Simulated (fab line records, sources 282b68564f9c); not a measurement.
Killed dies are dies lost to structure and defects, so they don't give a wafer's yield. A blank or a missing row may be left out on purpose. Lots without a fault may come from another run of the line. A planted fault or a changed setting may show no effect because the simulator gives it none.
fab line records | flow rit_cmos
record lots=7 wafers=21 last_day=8
route steps=202 shown PRETRO@72 GATE@75 FOX2@80 REOX@98 NLDD@103 SDANNEAL@155 M1@202
lots that met no fault: from a run of the same line without faults
start_h: hours from the record's first day to the start of the lot's first wafer shown | wait_h: hours since the lot's step before | " the same as in the row above | L1.1+2: a row that stands for several wafers | - no value, or no start given | * or withheld: withheld | < > ~ a bound
route shown NAME@n: a module of which the file shows steps, and the number in the route of the first | usual: mean/standard deviation of fault-free wafers | same: alike in all rows | chamber/n: place in a boat | sites: the reading at each site | _std_site: their standard deviation | _edge_site: outer sites' mean less inner sites' | radius_mm: how far each site lies from the wafer's centre | mask NAME#n: copy n | behind: the tool/chamber that last shaped the wafer | hold: why the lot was held/for how many hours/how that ended | device: the transistor (n, p or np) that didn't switch | end of line: the same wafers' tests at the end of the route | a step without rows: its recipe alone | killed: dies lost to structure and defects at the first sort, not the wafer's yield | map: a wafer's dies, x killed, . not, _ none there
set.NAME: the setting as run; set.NAME@STEP: as run at that earlier step | model.NAME: the simulator's own value behind a step, which no gauge read
lots at some steps of the route; a table a step, a row a wafer
services: from which hour (start_h, from the record's first day; less than 0 if before it) a tool's chamber was out of use, for how many hours, and why
## steps
# step RIT_PRETRO_IMPLANT_08
# recipe species=B energy_kev=45 dose_cm2=1.2e+13 tilt_deg=7
# step RIT_PRETRO_STRIP_09
# recipe chemistry=O2 time_s=180 resist=NOVOLAK platen_temp_c=withheld power_w=500 pressure_mtorr=4000 o2_flow_sccm=4000
# usual drypump_motor_current_A=5.6/0.46
# columns lot.wafer tool chamber start_h wait_h drypump_motor_current_A rf_hours_counter_h
L157.3 plasma_asher-04 0 71.19 0.1 5.8 -
L157.4 " 1 " " 5.9 -
L157.5 " 0 " " 5.8 -
L158.1 plasma_asher-01 0 73.55 0.1 4.7 39
L158.3 " 0 " " 4.8 -
L158.5 " 1 " " 6.0 -
L159.2 plasma_asher-04 0 81.67 0.1 5.8 45
L159.5 " 1 " " 5.9 -
L159.6 " 0 " " 5.8 -
L160.1 plasma_asher-04 1 85.42 0.1 5.9 45
L160.2 " 0 " " 5.8 45
L160.5 " 1 " " 5.9 -
L171.1 plasma_asher-02 0 148.04 0.1 5.8 47
L171.2 " 1 " " 5.7 47
L171.5 " 0 " " 5.8 -
L172.1 plasma_asher-01 0 154.44 0.1 4.7 48
L172.4 " 1 " " 6.0 -
L172.5 " 1 " " 6.0 -
L173.1 plasma_asher-02 1 159.61 0.1 5.6 48
L173.4 " 0 " " 5.8 -
L173.6 " 1 " " 5.6 -
# step RIT_PRETRO_TW_MEAS_10
# usual PRETRO_TW=471/4.5
# columns lot.wafer tool chamber start_h wait_h PRETRO_TW
L157.3 film_metro-01 - 71.32 0.1 465
L157.4 " - " " 465
L157.5 " - " " 466
L158.1 film_metro-02 - 73.73 0.1 479
L158.3 " - " " 478
L158.5 " - " " 477
L159.2 film_metro-01 - 81.85 0.1 469
L159.5 " - " " 467
L159.6 " - " " 466
L160.1 film_metro-01 - 85.60 0.1 466
L160.2 " - " " 469
L160.5 " - " " 466
L171.1 film_metro-04 - 148.22 0.1 470
L171.2 " - " " 473
L171.5 " - " " 472
L172.1 film_metro-01 - 154.61 0.1 468
L172.4 " - " " 465
L172.5 " - " " 463
L173.1 film_metro-01 - 159.79 0.1 468
L173.4 " - " " 464
L173.6 " - " " 469
# step RIT_GATE_WET_ETCH_00
# recipe chemistry=BOE target=SiO2 target_depth_nm=56 time_s=60 dry=n2_spin dilution=10:1 temp_c=21.5
# step RIT_GATE_CLEAN_01
# recipe chemistry=SC1 mix=3:3:50 time_s=600 temp_c=75
# step RIT_GATE_CLEAN_02
# recipe chemistry=dHF dilution=50:1 time_s=30
# step RIT_GATE_CLEAN_03
# recipe chemistry=SC2 mix=3:3:50 time_s=600 temp_c=75 dry=n2_spin
# step RIT_GATE_CLEAN_04
# recipe chemistry=dHF dilution=50:1 time_s=60 dry=n2_spin
# step RIT_FOX2_THK_MEAS_91
# recipe reads=SiO2_of_FOX2_OXIDATION_00
# usual FIELD_OXIDE_LEFT_2_THK=255/6.8
# columns lot.wafer tool chamber start_h wait_h FIELD_OXIDE_LEFT_2_THK[nm]
L157.3 film_metro-01 - 71.80 0.0 253
L157.4 " - " " 265
L157.5 " - " " 259
L158.1 film_metro-04 - 74.20 0.0 251
L158.3 " - " " 256
L158.5 " - " " 253
L159.2 film_metro-04 - 82.33 0.0 249
L159.5 " - " " 252
L159.6 " - " " 249
L160.1 film_metro-03 - 86.07 0.0 250
L160.2 " - " " 254
L160.5 " - " " 252
L171.1 film_metro-03 - 148.69 0.0 254
L171.2 " - " " 255
L171.5 " - " " 256
L172.1 film_metro-04 - 155.14 0.0 260
L172.4 " - " " 269
L172.5 " - " " 259
L173.1 film_metro-04 - 160.33 0.0 263
L173.4 " - " " 262
L173.6 " - " " 259
# step RIT_GATE_OXIDATION_05
# recipe temp_c=900 ambient=O2 target_thk_a=30 ox_time_s=270
# step RIT_GATE_ANNEAL_06
# recipe temp_c=900 time_s=600 ambient=N2O
# step RIT_GATE_THK_MEAS_07
# recipe reads=SiO2_of_GATE_OXIDATION_05
# usual GATE_OXIDE_THK=3.01/0.063
# columns lot.wafer tool chamber start_h wait_h GATE_OXIDE_THK[nm]
L157.3 film_metro-04 - 73.18 0.0 3.07
L157.4 " - " " 3.02
L157.5 " - " " 3.02
L158.1 film_metro-01 - 75.59 0.0 3.02
L158.3 " - " " 3.01
L158.5 " - " " 3.06
L159.2 film_metro-04 - 85.87 0.0 3.05
L159.5 " - " " 3.04
L159.6 " - " " 3.04
L160.1 film_metro-03 - 87.46 0.0 3.09
L160.2 " - " " 3.10
L160.5 " - " " 3.06
L171.1 film_metro-01 - 155.99 0.0 2.98
L171.2 " - " " 2.99
L171.5 " - " " 3.09
L172.1 film_metro-04 - 161.42 0.0 2.94
L172.4 " - " " 2.92
L172.5 " - " " 3.03
L173.1 film_metro-03 - 170.28 0.0 2.91
L173.4 " - " " 3.02
L173.6 " - " " 3.00
# step RIT_GATE_CVD_08
# recipe material=poly-Si target_thk_nm=250 temp_c=610 precursor=SiH4 time_s=2220 pressure_mtorr=300 sih4_flow_sccm=100
# usual spike_tc_load_C=632.0/2.3 zone_power_source_pct=12.3/1.6
# columns lot.wafer tool chamber start_h wait_h spike_tc_load_C zone_power_source_pct model.poly-Si_of_GATE_CVD_08.thk_nm
L157.3 lpcvd-02 1 73.41 0.2 632.6 14.2 280.1
L157.4 " 1 " " 632.5 14.4 280.4
L157.5 " 1 " " 632.0 14.4 279.8
L158.1 lpcvd-02 1 75.65 0.1 631.0 14.2 278.9
L158.3 " 1 " " 631.8 14.2 278.9
L158.5 " 1 " " 632.3 14.6 276.5
L159.2 lpcvd-02 0 86.34 0.5 633.4 11.0 277.9
L159.5 " 0 " " 635.0 11.0 276.3
L159.6 " 0 " " 635.1 11.1 277.7
L160.1 lpcvd-01 0 88.92 1.5 628.1 13.1 251.4
L160.2 " 0 " " 627.6 13.0 248.3
L160.5 " 0 " " 627.0 12.9 246.5
L171.1 lpcvd-02 0 156.05 0.1 633.9 10.8 251.2
L171.2 " 0 " " 633.9 10.8 252.6
L171.5 " 0 " " 634.2 10.6 249.9
L172.1 lpcvd-02 0 161.48 0.1 634.1 11.0 251
L172.4 " 0 " " 633.8 11.1 247.9
L172.5 " 0 " " 633.3 11.0 250.2
L173.1 lpcvd-02 0 170.34 0.1 633.5 10.9 256.5
L173.4 " 0 " " 634.7 11.1 253.7
L173.6 " 0 " " 633.9 10.9 256.3
# step RIT_GATE_THK_MEAS_09
# recipe reads=poly-Si_of_GATE_CVD_08
# usual GATE_POLY_THK=249.8/2.5
# columns lot.wafer tool chamber start_h wait_h GATE_POLY_THK[nm]
L157.3 film_metro-01 - 75.05 0.0 280.1
L157.4 " - " " 280.4
L157.5 " - " " 279.8
L158.1 film_metro-04 - 77.27 0.0 279.0
L158.3 " - " " 278.9
L158.5 " - " " 276.5
L159.2 film_metro-01 - 87.96 0.0 278.4
L159.5 " - " " 276.4
L159.6 " - " " 277.7
L160.1 film_metro-01 - 90.55 0.0 251.5
L160.2 " - " " 248.3
L160.5 " - " " 246.3
L171.1 film_metro-04 - 157.67 0.0 251.3
L171.2 " - " " 252.4
L171.5 " - " " 250.0
L172.1 film_metro-03 - 163.10 0.0 251.1
L172.4 " - " " 247.9
L172.5 " - " " 250.2
L173.1 film_metro-04 - 171.95 0.0 256.5
L173.4 " - " " 253.6
L173.6 " - " " 256.4
# step RIT_GATE_HMDS_10
# recipe prime_time_s=60 prime_temp_c=140
# step RIT_GATE_COAT_11
# recipe resist=NOVOLAK spin_rpm=4250 resist_thk_nm=850
# step RIT_GATE_SOFTBAKE_12
# recipe resist=NOVOLAK temp_c=90 time_s=60
# step RIT_GATE_EXPOSE_13
# recipe mask_id=M6 na=0.6 source_shape=conventional sigma_outer=0.6 target_cd_nm=150 dose_mj=380
# step RIT_GATE_PEB_14
# recipe resist=NOVOLAK temp_c=withheld time_s=withheld
# step RIT_GATE_DEVELOP_15
# recipe resist=NOVOLAK develop_time_s=50 dev_temp_c=23
# step RIT_GATE_CD_MEAS_16
# recipe target_cd_nm=150
# usual cd_nm=150.1/2.4
# columns lot.wafer tool chamber start_h wait_h cd_nm
L157.3 cd_sem-01 - 76.15 - 150.6
L157.4 " - " " 150.0
L157.5 " - " " 151.6
L158.1 cd_sem-01 - 78.25 - 154.5
L158.3 " - " " 152.1
L158.5 " - " " 153.6
L159.2 cd_sem-01 - 89.01 - 147.8
L159.5 " - " " 148.4
L159.6 " - " " 149.5
L160.1 cd_sem-01 - 91.46 - 149.7
L160.2 " - " " 150.4
L160.5 " - " " 151.4
L171.1 cd_sem-01 - 158.71 - 148.9
L171.2 " - " " 151.4
L171.5 " - " " 149.2
L172.1 cd_sem-02 - 164.13 - 154.8
L172.4 " - " " 152.7
L172.5 " - " " 153.8
L173.1 cd_sem-02 - 172.90 - 149.8
L173.4 " - " " 150.0
L173.6 " - " " 149.1
# step RIT_GATE_OVL_MEAS_17
# usual GATE_OVL=-0.1/1.3
# columns lot.wafer tool chamber start_h wait_h GATE_OVL[nm]
L157.3 overlay-01 - 76.24 0.1 0.9
L157.4 " - " " -0.4
L157.5 " - " " 0.0
L158.1 overlay-02 - 78.37 0.1 -0.1
L158.3 " - " " 0.0
L158.5 " - " " 1.6
L159.2 overlay-01 - 89.12 0.1 1.8
L159.5 " - " " -0.3
L159.6 " - " " -0.4
L160.1 overlay-01 - 91.58 0.1 0.3
L160.2 " - " " -0.7
L160.5 " - " " -0.1
L171.1 overlay-02 - 158.83 0.1 -0.8
L171.2 " - " " -3.5
L171.5 " - " " -2.0
L172.1 overlay-01 - 164.25 0.1 -0.5
L172.4 " - " " -1.1
L172.5 " - " " -2.2
L173.1 overlay-01 - 173.02 0.1 -2.0
L173.4 " - " " -0.5
L173.6 " - " " -2.4
# step RIT_GATE_HARDBAKE_18
# recipe resist=NOVOLAK temp_c=140 time_s=60
# step RIT_GATE_ETCH_19
# recipe chemistry=SF6/CHF3/O2 time_s=165 SF6_flow_sccm=30 CHF3_flow_sccm=30 O2_flow_sccm=5 target=poly-Si pressure_mtorr=40 rf_w=160 target_depth_a=3125 over_etch_frac=0.25 stop_on=SiO2
# usual drypump_motor_current_A=5.7/0.61 oes_product_au=0.847/0.014 throttle_valve_pct=10.23/0.15
# columns lot.wafer tool chamber start_h wait_h drypump_motor_current_A oes_product_au rf_hours_counter_h throttle_valve_pct model.GATE.feature_depth_nm model.etch.depth_nm
L157.3 rie_si-02 0 76.42 0.1 5.6 0.912 1 10.44 280.1 280.1
L157.4 " 3 " " 5.4 0.899 145 10.22 280.4 280.4
L157.5 " 1 " " 6.4 0.918 - 10.33 279.8 279.8
L158.1 rie_si-01 3 78.55 0.1 4.7 0.909 85 10.07 278.9 278.9
L158.3 " 2 " " 5.0 0.934 3 10.05 278.9 278.9
L158.5 " 3 " " 4.7 0.907 - 10.07 276.5 276.5
L159.2 rie_si-02 1 89.42 0.1 6.4 0.911 76 10.37 277.9 277.9
L159.5 " 0 " " 5.6 0.905 - 10.43 276.3 276.3
L159.6 " 1 " " 6.4 0.917 - 10.36 277.7 277.7
L160.1 rie_si-01 1 91.77 0.1 6.5 0.877 62 10.33 251.4 251.4
L160.2 " 0 " " 6.2 0.851 79 10.39 248.3 248.3
L160.5 " 0 " " 6.1 0.844 - 10.38 246.5 246.5
L171.1 rie_si-01 2 159.01 0.1 5.0 0.869 4 10.05 251.2 251.2
L171.2 " 0 " " 6.1 0.859 79 10.37 252.6 252.6
L171.5 " 3 " " 4.7 0.848 - 10.05 249.9 249.9
L172.1 rie_si-01 3 164.44 0.1 4.7 0.846 86 10.06 251 251
L172.4 " 1 " " 6.5 0.859 62 10.32 247.9 247.9
L172.5 " 3 " " 4.7 0.857 - 10.05 250.2 250.2
L173.1 rie_si-02 3 173.21 0.1 5.4 0.858 0 10.20 256.5 256.5
L173.4 " 2 " " 5.9 0.831 31 10.05 253.7 253.7
L173.6 " 2 " " 5.9 0.857 - 10.05 256.3 256.3
# step RIT_GATE_STRIP_20
# recipe chemistry=O2 time_s=180 resist=NOVOLAK platen_temp_c=withheld power_w=500 pressure_mtorr=4000 o2_flow_sccm=4000
# usual drypump_motor_current_A=5.8/0.51
# columns lot.wafer tool chamber start_h wait_h drypump_motor_current_A rf_hours_counter_h
L157.3 plasma_asher-01 0 76.58 0.1 4.7 -
L157.4 " 1 " " 6.0 -
L157.5 " 1 " " 6.0 -
L158.1 plasma_asher-01 1 78.66 0.1 6.0 40
L158.3 " 0 " " 4.8 -
L158.5 " 0 " " 4.8 -
L159.2 plasma_asher-04 0 89.53 0.1 5.8 45
L159.5 " 1 " " 5.9 -
L159.6 " 0 " " 5.8 -
L160.1 plasma_asher-03 1 91.88 0.1 5.9 33
L160.2 " 0 " " 6.4 33
L160.5 " 1 " " 5.9 -
L171.1 plasma_asher-04 1 159.12 0.1 5.9 3
L171.2 " 0 " " 5.8 3
L171.5 " 0 " " 5.8 -
L172.1 plasma_asher-04 0 164.55 0.1 5.8 4
L172.4 " 1 " " 5.9 -
L172.5 " 0 " " 5.8 -
L173.1 plasma_asher-04 1 173.32 0.1 5.9 5
L173.4 " 1 " " 5.9 -
L173.6 " 1 " " 5.9 -
# step RIT_GATE_CD_MEAS_90
# recipe target_cd_nm=150
# usual cd_nm=150.1/2.3
# columns lot.wafer tool chamber start_h wait_h cd_nm
L157.3 cd_sem-01 - 76.74 0.1 150.5
L157.4 " - " " 149.9
L157.5 " - " " 151.5
L158.1 cd_sem-01 - 78.83 0.1 154.5
L158.3 " - " " 151.9
L158.5 " - " " 153.7
L159.2 cd_sem-01 - 89.73 0.1 148.1
L159.5 " - " " 148.4
L159.6 " - " " 149.1
L160.1 cd_sem-01 - 92.06 0.1 149.8
L160.2 " - " " 150.7
L160.5 " - " " 151.7
L171.1 cd_sem-01 - 159.30 0.1 149.0
L171.2 " - " " 150.7
L171.5 " - " " 149.0
L172.1 cd_sem-02 - 164.72 0.1 154.9
L172.4 " - " " 152.2
L172.5 " - " " 153.6
L173.1 cd_sem-02 - 173.49 0.1 149.4
L173.4 " - " " 149.6
L173.6 " - " " 149.1
# step RIT_REOX_CLEAN_00
# recipe chemistry=SC1 mix=3:3:50 time_s=600 temp_c=75
# step RIT_REOX_CLEAN_01
# recipe chemistry=dHF dilution=50:1 time_s=30
# step RIT_REOX_CLEAN_02
# recipe chemistry=SC2 mix=3:3:50 time_s=600 temp_c=75 dry=n2_spin
# step RIT_REOX_OXIDATION_03
# recipe temp_c=900 ambient=O2 target_thk_a=252 ox_time_s=5580
# step RIT_REOX_THK_MEAS_04
# recipe reads=SiO2_of_REOX_OXIDATION_03
# usual REOX_OXIDE_THK=25.1/0.37
# columns lot.wafer tool chamber start_h wait_h REOX_OXIDE_THK[nm]
L157.3 film_metro-01 - 81.05 0.0 25.0
L157.4 " - " " 24.7
L157.5 " - " " 24.7
L158.1 film_metro-03 - 83.58 0.0 24.3
L158.3 " - " " 24.5
L158.5 " - " " 24.3
L159.2 film_metro-01 - 92.75 0.0 24.4
L159.5 " - " " 24.7
L159.6 " - " " 24.8
L160.1 film_metro-02 - 95.92 0.0 25.1
L160.2 " - " " 24.9
L160.5 " - " " 24.3
L171.1 film_metro-03 - 163.97 0.0 25.3
L171.2 " - " " 25.4
L171.5 " - " " 25.1
L172.1 film_metro-01 - 171.70 0.0 25.5
L172.4 " - " " 25.5
L172.5 " - " " 25.3
L173.1 film_metro-01 - 178.71 0.0 24.8
L173.4 " - " " 24.9
L173.6 " - " " 25.2
# step RIT_NLDD_HMDS_00
# recipe prime_time_s=60 prime_temp_c=140
# step RIT_NLDD_COAT_01
# recipe resist=NOVOLAK spin_rpm=3250 resist_thk_nm=1000
# step RIT_NLDD_SOFTBAKE_02
# recipe resist=NOVOLAK temp_c=90 time_s=60
# step RIT_NLDD_EXPOSE_03
# recipe mask_id=M7 na=0.57 target_cd_nm=40700 dose_mj=250
# step RIT_NLDD_PEB_04
# recipe resist=NOVOLAK temp_c=withheld time_s=withheld
# step RIT_NLDD_DEVELOP_05
# recipe resist=NOVOLAK develop_time_s=50 dev_temp_c=23
# step RIT_NLDD_OVL_MEAS_06
# usual NLDD_OVL=0.2/1.4
# columns lot.wafer tool chamber start_h wait_h NLDD_OVL[nm]
L157.3 overlay-01 - 81.95 - -0.4
L157.4 " - " " 2.4
L157.5 " - " " 0.4
L158.1 overlay-01 - 84.49 - -0.2
L158.3 " - " " 0.7
L158.5 " - " " 1.1
L159.2 overlay-02 - 93.79 - -0.5
L159.5 " - " " 0.4
L159.6 " - " " -0.9
L160.1 overlay-02 - 96.95 - 1.7
L160.2 " - " " 0.9
L160.5 " - " " 2.5
L171.1 overlay-02 - 164.88 - 0.2
L171.2 " - " " 0.8
L171.5 " - " " -1.1
L172.1 overlay-02 - 172.75 - -1.4
L172.4 " - " " 0.0
L172.5 " - " " -0.4
L173.1 overlay-02 - 179.75 - -1.1
L173.4 " - " " 1.0
L173.6 " - " " 0.3
# step RIT_NLDD_HARDBAKE_07
# recipe resist=NOVOLAK temp_c=140 time_s=60
# step RIT_NLDD_IMPLANT_08
# recipe species=P energy_kev=20 dose_cm2=5e+14 tilt_deg=7
# step RIT_NLDD_STRIP_09
# recipe chemistry=O2 time_s=180 resist=NOVOLAK platen_temp_c=withheld power_w=500 pressure_mtorr=4000 o2_flow_sccm=4000
# usual drypump_motor_current_A=5.98/0.25
# columns lot.wafer tool chamber start_h wait_h drypump_motor_current_A rf_hours_counter_h
L157.3 plasma_asher-03 1 82.33 0.1 5.90 -
L157.4 " 0 " " 6.42 -
L157.5 " 1 " " 5.93 -
L158.1 plasma_asher-04 1 84.82 0.1 5.87 45
L158.3 " 0 " " 5.79 -
L158.5 " 0 " " 5.80 -
L159.2 plasma_asher-04 1 94.12 0.1 5.86 46
L159.5 " 1 " " 5.88 -
L159.6 " 0 " " 5.77 -
L160.1 plasma_asher-03 0 97.29 0.1 6.40 33
L160.2 " 1 " " 5.90 33
L160.5 " 1 " " 5.94 -
L171.1 plasma_asher-02 0 165.26 0.1 5.81 48
L171.2 " 1 " " 5.64 48
L171.5 " 0 " " 5.82 -
L172.1 plasma_asher-03 1 173.08 0.1 5.94 40
L172.4 " 1 " " 5.93 -
L172.5 " 0 " " 6.41 -
L173.1 plasma_asher-03 1 180.08 0.1 5.94 41
L173.4 " 0 " " 6.40 -
L173.6 " 1 " " 5.91 -
# step RIT_NLDD_TW_MEAS_10
# usual NLDD_TW=2497/21
# columns lot.wafer tool chamber start_h wait_h NLDD_TW
L157.3 film_metro-03 - 82.47 0.1 2555
L157.4 " - " " 2541
L157.5 " - " " 2540
L158.1 film_metro-03 - 85.00 0.1 2531
L158.3 " - " " 2549
L158.5 " - " " 2545
L159.2 film_metro-02 - 94.30 0.1 2516
L159.5 " - " " 2503
L159.6 " - " " 2509
L160.1 film_metro-02 - 97.46 0.1 2492
L160.2 " - " " 2488
L160.5 " - " " 2491
L171.1 film_metro-02 - 165.44 0.1 2489
L171.2 " - " " 2495
L171.5 " - " " 2500
L172.1 film_metro-04 - 173.26 0.1 2479
L172.4 " - " " 2463
L172.5 " - " " 2470
L173.1 film_metro-03 - 180.26 0.1 2540
L173.4 " - " " 2535
L173.6 " - " " 2522
# step RIT_SDANNEAL_CLEAN_02
# recipe chemistry=SC2 mix=3:3:50 time_s=600 temp_c=75 dry=n2_spin
# columns lot.wafer tool chamber start_h wait_h model.poly-Si_of_GATE_CVD_08.thk_nm
L157.3 wet_bench-03 1 90.04 0.0 193.8
L157.4 " 1 " " 194.3
L157.5 " 1 " " 192.7
L158.1 wet_bench-02 3 92.16 0.0 192.5
L158.3 " 3 " " 191.9
L158.5 " 3 " " 188.7
L159.2 wet_bench-02 1 101.68 0.0 191.4
L159.5 " 1 " " 189.8
L159.6 " 1 " " 190.9
L160.1 wet_bench-03 2 105.57 0.0 164.3
L160.2 " 2 " " 161.2
L160.5 " 2 " " 158.6
L171.1 wet_bench-02 2 172.51 0.0 164.8
L171.2 " 2 " " 165.7
L171.5 " 2 " " 162.1
L172.1 wet_bench-01 1 181.25 0.0 162.9
L172.4 " 1 " " 160.2
L172.5 " 1 " " 162.5
L173.1 wet_bench-01 0 187.55 0.0 170.9
L173.4 " 0 " " 167.5
L173.6 " 0 " " 169.6
# step RIT_M1_PROBE_99
# usual killed_at_front_end=6.6/2.7 killed_dies=6.7/2.7 killed_open=3.4/2 killed_short=3.2/1.8
# same gross_dies=264 killed_at_M0_to_M3=0 killed_at_M4_up=0 killed_at_back_side=0 killed_at_contacts=0 killed_at_other=0
# columns lot.wafer tool chamber start_h wait_h killed_at_front_end killed_dies killed_open killed_short model.etest.pmos_turned.r_on_ohm_um model.etest.nmos_turned.drive_ua_um model.etest.pmos_turned.drive_ua_um model.etest.poly_comb_over_steps.leak_log10_a_um model.etest.ppoly_line.rs_ohm_sq model.etest.nmos_0p15.tox_inv_nm model.etest.nmos_0p15.overlap_ff_um
L157.3 prober-01 - 97.90 0.2 6 6 4 2 3729 285.9 165.3 -10.23 16.01 4.7 0.241
L157.4 prober-01 - 97.95 0.2 6 6 3 3 3649 293.4 171.6 -10.39 16.09 4.681 0.2437
L157.5 prober-01 - 98.00 0.2 11 11 6 5 3671 292.5 170.9 -10.33 16.19 4.62 0.2434
L158.1 prober-02 - 99.66 0.1 6 6 6 0 3724 294.4 167.8 -10.18 16.23 4.621 0.247
L158.3 prober-02 - 99.76 0.2 4 4 1 3 3691 295.9 169 -9.897 16.41 4.586 0.2467
L158.5 prober-02 - 99.86 0.2 5 5 3 2 3701 300.5 171.1 -10.23 16.2 4.555 0.2487
L159.2 prober-01 - 109.31 0.1 5 5 3 2 3397 280.3 186.8 -9.521 16.4 4.66 0.2337
L159.5 prober-01 - 109.46 0.2 5 5 4 1 3472 276.5 183.6 -10.41 16.27 4.636 0.2331
L159.6 prober-01 - 109.51 0.2 6 6 3 3 3462 272.8 181.6 -10.54 16.36 4.619 0.2332
L160.1 prober-02 - 113.21 0.1 9 9 5 3 3450 322.1 187.8 -12.87 16.34 4.52 0.2412
L160.2 prober-02 - 113.26 0.1 6 6 4 2 3423 325.9 189.8 -12.77 16.41 4.494 0.2448
L160.5 prober-02 - 113.41 0.2 11 11 3 7 3330 339.2 199.5 -12.9 16.61 4.469 0.2518
L171.1 prober-02 - 180.17 0.1 5 5 1 4 3423 319.8 190 -12.77 16.68 4.459 0.2402
L171.2 prober-02 - 180.22 0.1 10 10 6 4 3565 311.1 182.2 -12.81 16.82 4.542 0.2382
L171.5 prober-02 - 180.37 0.2 12 12 8 4 3464 323.5 189.8 -12.8 17 4.457 0.2459
L172.1 prober-02 - 189.16 0.1 6 6 5 1 3604 313.1 180.1 -12.79 16.42 4.38 0.244
L172.4 prober-02 - 189.31 0.2 5 5 2 3 3527 321.7 186.3 -12.74 16.37 4.417 0.2425
L172.5 prober-02 - 189.36 0.2 8 8 4 4 3544 318.8 182.8 -12.86 16.3 4.422 0.2441
L173.1 prober-01 - 195.09 0.1 6 6 2 4 3379 324.8 194 -12.8 16.47 4.499 0.2477
L173.4 prober-01 - 195.24 0.2 7 7 6 1 3400 324.1 193 -12.82 16.54 4.539 0.2445
L173.6 prober-01 - 195.34 0.2 6 6 4 2 3487 316.3 186.6 -12.73 16.39 4.473 0.2421
# killed by level:class
L157.3 GATE:geometric_particle:open=3 SILICIDE:geometric_particle:short=2 SILICIDE:geometric_particle:open=1
L157.4 GATE:geometric_particle:open=3 SILICIDE:geometric_particle:short=2 GATE:geometric_particle:short=1
L157.5 GATE:geometric_particle:short=3 FOX1:geometric_particle:open=2 SILICIDE:geometric_particle:open=2 SILICIDE:geometric_particle:short=2 FOX2:geometric_particle:open=1 GATE:geometric_particle:open=1
L158.1 GATE:geometric_particle:open=5 REOX:geometric_particle:open=1
L158.3 FOX2:geometric_particle:short=1 GATE:geometric_particle:short=1 SPACER:geometric_particle:open=1 SILICIDE:geometric_particle:short=1
L158.5 GATE:geometric_particle:short=2 FOX2:geometric_particle:open=1 GATE:geometric_particle:open=1 SILICIDE:geometric_particle:open=1
L159.2 FOX1:geometric_particle:short=1 FOX1:geometric_particle:open=1 FOX2:geometric_particle:short=1 FOX2:geometric_particle:open=1 REOX:geometric_particle:open=1
L159.5 GATE:geometric_particle:open=3 FOX1:geometric_particle:short=1 FOX1:geometric_particle:open=1
L159.6 GATE:geometric_particle:open=3 FOX2:geometric_particle:short=1 GATE:geometric_particle:short=1 SPACER:geometric_particle:short=1
L160.1 FOX1:geometric_particle:open=2 GATE:geometric_particle:short=2 GATE:geometric_particle:open=1 REOX:geometric_particle:open=1 SPACER:geometric_particle:open=1 SILICIDE:geometric_particle:short=1 NSD:coat_microbubble_printed=1
L160.2 GATE:geometric_particle:open=3 FOX1:geometric_particle:short=1 SILICIDE:geometric_particle:short=1 SILICIDE:geometric_particle:open=1
L160.5 GATE:geometric_particle:short=4 FOX1:geometric_particle:short=2 GATE:geometric_particle:open=1 REOX:geometric_particle:open=1 SPACER:geometric_particle:open=1 SILICIDE:geometric_particle:short=1 NSD:coat_microbubble_printed=1
L171.1 FOX1:geometric_particle:short=1 FOX1:geometric_particle:open=1 FOX2:geometric_particle:short=1 GATE:geometric_particle:short=1 SPACER:geometric_particle:short=1
L171.2 FOX2:geometric_particle:open=4 GATE:geometric_particle:short=3 GATE:geometric_particle:open=1 REOX:geometric_particle:short=1 REOX:geometric_particle:open=1
L171.5 GATE:geometric_particle:open=3 SILICIDE:geometric_particle:open=3 FOX1:geometric_particle:short=1 FOX1:geometric_particle:open=1 GATE:geometric_particle:short=1 REOX:geometric_particle:short=1 SPACER:geometric_particle:short=1 SPACER:geometric_particle:open=1
L172.1 GATE:geometric_particle:open=2 SPACER:geometric_particle:open=2 FOX1:geometric_particle:open=1 FOX2:geometric_particle:short=1
L172.4 ACTIVE:geometric_particle:short=1 GATE:geometric_particle:open=1 GATE:geometric_particle:short=1 SPACER:geometric_particle:open=1 SILICIDE:geometric_particle:short=1
L172.5 FOX1:geometric_particle:short=1 FOX2:geometric_particle:short=1 GATE:geometric_particle:open=1 GATE:geometric_particle:short=1 REOX:geometric_particle:open=1 SPACER:geometric_particle:short=1 SPACER:geometric_particle:open=1 SILICIDE:geometric_particle:open=1
L173.1 GATE:geometric_particle:open=2 SPACER:geometric_particle:short=2 FOX1:geometric_particle:short=1 GATE:geometric_particle:short=1
L173.4 GATE:geometric_particle:open=5 FOX1:geometric_particle:short=1 FOX1:geometric_particle:open=1
L173.6 FOX1:geometric_particle:open=3 REOX:geometric_particle:short=2 GATE:geometric_particle:open=1
## services
# columns tool chamber start_h hours kind
rie_si-01 2 54.40 11.3 repair
rie_si-01 1 76.73 5.1 repair
lpcvd-01 - 82.21 2.8 pm
plasma_asher-02 - 83.87 14.6 pm
rie_si-02 - 91.81 0.1 repair
plasma_asher-01 - 103.33 0.4 repair
plasma_asher-04 - 108.75 9.0 pm
plasma_asher-04 0 108.75 9.0 vent_cycle
plasma_asher-04 1 108.75 9.0 vent_cycle
plasma_asher-04 0 117.75 - clean
plasma_asher-04 1 117.75 - clean
rie_si-01 1 121.53 2.1 repair
rie_si-02 3 131.90 - clean
rie_si-02 3 131.90 18.8 scheduled_down
rie_si-02 3 131.90 18.8 vent_cycle
plasma_asher-04 - 146.74 1.6 repair
plasma_asher-02 - 171.97 1.6 repair
## key
first_sign step=RIT_GATE_THK_MEAS_09 reading=GATE_POLY_THK direction=up sigmas=12 usual=249.8 struck=278.6
effect step=RIT_GATE_ETCH_19 reading=oes_product_au direction=up sigmas=4.8 usual=0.847 struck=0.912
model_effect step=RIT_GATE_CVD_08 value=poly-Si_of_GATE_CVD_08.thk_nm without=249.9 struck=278.5
model_effect step=RIT_GATE_ETCH_19 value=GATE.feature_depth_nm without=249.9 struck=278.5
model_effect step=RIT_SDANNEAL_CLEAN_02 value=poly-Si_of_GATE_CVD_08.thk_nm without=163.2 struck=191.8
model_effect step=RIT_M1_PROBE_99 value=etest.pmos_turned.r_on_ohm_um without=3368 struck=3611
met_at RIT_GATE_CVD_08
struck_wafers L157.3,L157.4,L157.5,L158.1,L158.3,L158.5,L159.2,L159.5,L159.6
tester_left_out L157,L158,L159
fault kind=process_parameter_drift tool=lpcvd-02 chamber=- onset_h=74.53 steps=RIT_GATE_CVD_08 channel=time_s offset=* shape=step end_h=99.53 acts_in=* stated=*
# tester_left_out: of these lots the tester's yield and bins aren't shown, on N5 and GAA mostly nor the transistor test; their killed dies are dies lost to structure and defects alone, not to doping, threshold or leakage, so they don't give the yield
